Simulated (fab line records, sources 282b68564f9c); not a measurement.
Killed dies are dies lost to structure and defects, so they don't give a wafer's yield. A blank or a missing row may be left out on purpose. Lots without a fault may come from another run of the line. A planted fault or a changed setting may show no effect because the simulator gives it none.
fab line records | flow rit_cmos
record lots=14 wafers=42 last_day=7
route steps=202 shown M1@189
lots that met no fault: from a run of the same line without faults
start_h: hours from the record's first day to the start of the lot's first wafer shown | wait_h: hours since the lot's step before | " the same as in the row above | L1.1+2: a row that stands for several wafers | - no value, or no start given | * or withheld: withheld | < > ~ a bound
route shown NAME@n: a module of which the file shows steps, and the number in the route of the first | usual: mean/standard deviation of fault-free wafers | same: alike in all rows | chamber/n: place in a boat | sites: the reading at each site | _std_site: their standard deviation | _edge_site: outer sites' mean less inner sites' | radius_mm: how far each site lies from the wafer's centre | mask NAME#n: copy n | behind: the tool/chamber that last shaped the wafer | hold: why the lot was held/for how many hours/how that ended | device: the transistor (n, p or np) that didn't switch | end of line: the same wafers' tests at the end of the route | a step without rows: its recipe alone | killed: dies lost to structure and defects at the first sort, not the wafer's yield | map: a wafer's dies, x killed, . not, _ none there
set.NAME: the setting as run; set.NAME@STEP: as run at that earlier step | model.NAME: the simulator's own value behind a step, which no gauge read
steps of the route over a sample of lots; a table a step, a row a wafer
## steps
# step RIT_M1_SOFTBAKE_05
# recipe resist=NOVOLAK temp_c=90 time_s=60
# usual chill_plate_temp_C=23.01/0.1 heater_power_total_W=34.56/0.046 plate_temp_C=90.00/0.11
# columns lot.wafer tool chamber start_h wait_h chill_plate_temp_C heater_power_total_W plate_temp_C
L474.4 litho_track-01 0 54.12 0.1 23.21 34.56 90.00
L474.5 " 0 " " 23.07 34.59 90.12
L474.6 " 0 " " 23.06 34.57 90.10
L475.2 litho_track-01 0 60.51 0.1 23.04 34.48 90.01
L475.5 " 0 " " 23.06 34.61 89.88
L475.6 " 0 " " 23.06 34.55 89.85
L476.2 litho_track-01 0 64.21 0.1 22.93 34.58 89.91
L476.4 " 0 " " 23.03 34.57 89.91
L476.5 " 0 " " 23.01 34.63 89.93
L477.1 litho_track-02 0 68.30 0.1 23.06 34.54 89.98
L477.5 " 0 " " 22.91 34.66 90.01
L477.6 " 0 " " 23.05 34.60 90.04
L478.1 litho_track-03 0 75.04 0.1 22.88 34.60 90.22
L478.4 " 0 " " 23.11 34.59 89.99
L478.6 " 0 " " 23.09 34.62 90.12
L479.1 litho_track-01 0 83.62 0.1 22.83 34.60 89.94
L479.4 " 0 " " 22.85 34.56 89.93
L479.6 " 0 " " 22.89 34.51 89.99
L480.3 litho_track-03 0 87.14 0.1 23.20 34.49 89.87
L480.5 " 0 " " 23.13 34.50 89.83
L480.6 " 0 " " 22.99 34.55 89.90
L481.2 litho_track-01 0 90.59 0.1 23.10 34.50 89.90
L481.3 " 0 " " 23.11 34.55 89.91
L481.4 " 0 " " 23.05 34.56 89.94
L485.1 litho_track-02 0 114.44 0.1 22.99 33.50 87.90
L485.4 " 0 " " 23.11 33.49 88.11
L485.6 " 0 " " 23.09 33.50 87.97
L488.1 litho_track-02 0 129.16 0.1 23.06 33.54 87.86
L488.3 " 0 " " 22.88 33.53 88.17
L488.4 " 0 " " 23.11 33.56 87.95
L493.1 litho_track-03 0 151.41 0.1 22.94 34.55 89.89
L493.2 " 0 " " 23.00 34.56 90.09
L493.3 " 0 " " 22.94 34.54 89.94
L494.1 litho_track-03 0 159.04 0.1 23.08 34.58 90.12
L494.2 " 0 " " 22.93 34.59 90.04
L494.3 " 0 " " 22.96 34.61 90.12
L496.1 litho_track-03 0 168.30 0.1 22.93 34.58 90.16
L496.2 " 0 " " 23.11 34.49 90.09
L496.5 " 0 " " 23.06 34.71 90.33
L497.1 litho_track-03 0 173.97 0.1 23.04 34.66 89.99
L497.2 " 0 " " 23.15 34.58 89.88
L497.4 " 0 " " 23.07 34.58 90.20
# step RIT_M1_PROBE_99
# usual defect_limited_yield=97.3/1.1 killed_at_M0_to_M3=0.0/0.12 killed_at_contacts=0.1/0.24 killed_at_front_end=7.1/3 killed_dies=7.2/3 killed_open=3.7/2 killed_short=3.5/2 sort_bin_3_pad_short=0.1/0.2 sort_bin_5_function=1.6/0.73 sort_bin_6_memory=1.0/0.67 sort_n_pass=256.8/3 sort_yield_pct=97.3/1.1
# same gross_dies=264 killed_at_M4_up=0 killed_at_back_side=0 killed_at_other=0
# columns lot.wafer tool chamber start_h wait_h defect_limited_yield[%] killed_at_M0_to_M3 killed_at_contacts killed_at_front_end killed_dies killed_open killed_short sort_bin_3_pad_short[%] sort_bin_5_function[%] sort_bin_6_memory[%] sort_n_pass sort_yield_pct[%]
L477.1 prober-02 - 72.86 0.1 99.2 0 0 2 2 2 0 0 0.8 0 262.0 99.2
L477.5 prober-02 - 73.06 0.2 98.1 0 1 4 5 3 2 0 1.5 0.4 259.0 98.1
L477.6 prober-02 - 73.11 0.2 99.6 0 0 1 1 1 0 0 0 0.4 263.0 99.6
L478.1 prober-01 - 78.58 0.1 97.7 0 0 6 6 4 2 0.4 0.8 1.1 258.0 97.7
L478.4 prober-01 - 78.73 0.2 97.0 0 0 8 8 5 3 0 1.9 1.1 256.0 97.0
L478.6 prober-01 - 78.83 0.2 97.7 0 0 6 6 3 3 0 1.5 0.8 258.0 97.7
L480.3 prober-01 - 90.73 0.2 95.8 0 0 11 11 7 4 0 2.3 1.9 253.0 95.8
L480.5 prober-01 - 90.83 0.2 98.9 0 0 3 3 2 1 0 1.1 0 261.0 98.9
L480.6 prober-01 - 90.88 0.2 96.2 0 1 9 10 9 1 0 1.1 2.7 254.0 96.2
L485.1 prober-02 - 118.67 0.1 98.9 0 0 3 3 2 1 0 0.8 0.4 261.0 98.9
L485.4 prober-02 - 118.82 0.2 97.3 0 0 7 7 3 4 0 1.5 1.1 257.0 97.3
L485.6 prober-02 - 118.92 0.2 97.3 0 0 7 7 4 3 0 1.1 1.5 257.0 97.3
L488.1 prober-01 - 135.87 0.1 93.2 0 0 18 18 9 9 0.4 3.4 3.0 246.0 93.2
L488.3 prober-01 - 135.97 0.2 97.7 0 0 6 6 4 2 0 1.5 0.8 258.0 97.7
L488.4 prober-01 - 136.02 0.2 98.9 0 1 2 3 2 1 0 0.4 0.8 261.0 98.9
L494.1 prober-01 - 163.64 0.1 96.6 0 0 9 9 6 3 0.4 1.9 1.1 255.0 96.6
L494.2 prober-01 - 163.69 0.1 97.0 0 0 8 8 1 7 0.4 1.5 1.1 256.0 97.0
L494.3 prober-01 - 163.74 0.2 96.2 0 0 10 10 3 7 0 2.3 1.5 254.0 96.2
# killed by level:class
L477.1 GATE:geometric_particle:open=1 SPACER:geometric_particle:open=1
L477.5 FOX1:geometric_particle:open=2 GATE:geometric_particle:short=1 SILICIDE:geometric_particle:open=1 CONTACT:geometric_particle:short=1
L477.6 FOX1:geometric_particle:open=1
L478.1 GATE:geometric_particle:short=2 GATE:geometric_particle:open=2 SILICIDE:geometric_particle:open=2
L478.4 GATE:geometric_particle:open=4 GATE:geometric_particle:short=3 REOX:geometric_particle:open=1
L478.6 GATE:geometric_particle:short=3 FOX1:geometric_particle:open=1 GATE:geometric_particle:open=1 SPACER:geometric_particle:open=1
L480.3 FOX1:geometric_particle:open=2 GATE:geometric_particle:open=2 SPACER:geometric_particle:open=2 SPACER:geometric_particle:short=2 GATE:geometric_particle:short=1 REOX:geometric_particle:open=1 SILICIDE:geometric_particle:short=1
L480.5 GATE:geometric_particle:open=1 SPACER:geometric_particle:open=1 SILICIDE:geometric_particle:short=1
L480.6 FOX1:geometric_particle:open=3 FOX2:geometric_particle:open=2 GATE:geometric_particle:open=2 GATE:geometric_particle:short=1 SPACER:geometric_particle:open=1 CONTACT:geometric_particle:open=1
L485.1 SPACER:geometric_particle:open=2 SILICIDE:geometric_particle:short=1
L485.4 REOX:geometric_particle:open=2 FOX1:geometric_particle:open=1 FOX1:geometric_particle:short=1 GATE:geometric_particle:short=1 REOX:geometric_particle:short=1 SPACER:geometric_particle:short=1
L485.6 GATE:geometric_particle:short=2 SILICIDE:geometric_particle:open=2 FOX2:geometric_particle:open=1 GATE:geometric_particle:open=1 SPACER:geometric_particle:short=1
L488.1 GATE:geometric_particle:open=6 GATE:geometric_particle:short=4 FOX1:geometric_particle:open=2 FOX1:geometric_particle:short=2 FOX2:geometric_particle:open=1 REOX:geometric_particle:short=1 SPACER:geometric_particle:short=1 SILICIDE:geometric_particle:short=1
L488.3 GATE:geometric_particle:open=2 FOX1:geometric_particle:open=1 FOX2:geometric_particle:open=1 GATE:geometric_particle:short=1 SILICIDE:geometric_particle:short=1
L488.4 GATE:geometric_particle:open=1 GATE:geometric_particle:short=1 CONTACT:geometric_particle:open=1
L494.1 SPACER:geometric_particle:open=3 GATE:geometric_particle:short=2 FOX2:geometric_particle:open=1 GATE:geometric_particle:open=1 REOX:geometric_particle:short=1 REOX:geometric_particle:open=1
L494.2 GATE:geometric_particle:short=4 FOX1:geometric_particle:short=2 GATE:geometric_particle:open=1 SPACER:geometric_particle:short=1
L494.3 FOX1:geometric_particle:short=3 GATE:geometric_particle:short=2 FOX2:geometric_particle:short=1 GATE:geometric_particle:open=1 REOX:geometric_particle:short=1 REOX:geometric_particle:open=1 SPACER:geometric_particle:open=1
## key
first_sign step=RIT_M1_SOFTBAKE_05 reading=heater_power_total_W direction=down sigmas=23 usual=34.56 struck=33.52
effect step=RIT_M1_SOFTBAKE_05 reading=plate_temp_C direction=down sigmas=18 usual=* struck=*
met_at RIT_M1_SOFTBAKE_05
struck_lots L485,L488
onset_between 68.30 114.44
fault kind=process_parameter_drift tool=litho_track-02 chamber=- onset_h=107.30 steps=RIT_M1_SOFTBAKE_05 channel=temp_c offset=* shape=step end_h=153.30 acts_in=* stated=*
